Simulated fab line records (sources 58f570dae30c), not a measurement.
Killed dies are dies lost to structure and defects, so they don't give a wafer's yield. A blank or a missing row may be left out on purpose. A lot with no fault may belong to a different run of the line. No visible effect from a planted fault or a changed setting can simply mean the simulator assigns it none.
Matching of chambers | flow berkeleyCmos170 | 4 sister chambers for UCB170_SPACER_ETCHBACK_03 on rieDiel-04
The step etches SiO2 in CHF3/CF4/Ar, stops on Si, target depth 376 nm, time 100 s. 8 wafers are shown with their chamber, then 8 later ones without.

== EACH WAFER AND ITS CHAMBER ==
wafer  | chamber | drypumpMotorCurrentA (A) | throttleValvePct (%)
L079.5 | 2       | 5.7                      | 6.44
L081.3 | 0       | 5.5                      | 6.54
L081.6 | 2       | 5.8                      | 6.42
L084.3 | 0       | 5.5                      | 6.55
L088.1 | 1       | 6.1                      | 6.24
L088.4 | 3       | 4.8                      | 6.48
L088.6 | 3       | 4.8                      | 6.49
L089.1 | 1       | 6.1                      | 6.24

== WAFERS WITH NO CHAMBER GIVEN ==
wafer  | drypumpMotorCurrentA (A) | throttleValvePct (%)
L089.5 | 5.4                      | 6.53
L089.6 | 5.7                      | 6.43
L096.3 | 6.1                      | 6.24
L096.4 | 5.5                      | 6.54
L096.5 | 6.1                      | 6.26
L097.2 | 5.5                      | 6.53
L097.4 | 4.8                      | 6.50
L097.6 | 5.5                      | 6.56

== WHICH CHAMBER EACH ONE RAN IN ==
wafer  | from the rows above | in truth
L089.5 | 0                   | 0
L089.6 | 2                   | 2
L096.3 | 1                   | 1
L096.4 | 0                   | 0
L096.5 | 1                   | 1
L097.2 | 0                   | 0
L097.4 | 3                   | 3
L097.6 | 0                   | 0
Correctly placed: 8 of 8. Number that these rows cannot place: 0. 0 placed wrongly.
How it was worked out, from the rows above alone: a wafer's distance from a chamber is the root of the sum, over the readings, of the square of ((its reading less the chamber's mean) divided by the reading's scatter). The wafer belongs to the nearest chamber; if the next one is less than 2 further off, it can't be placed. The mean given for a chamber averages the wafers shown for that chamber. The scatter: take each reading less its chamber's mean, square it, sum over the shown wafers, divide by the number of wafers less the number of chambers, and take the root.
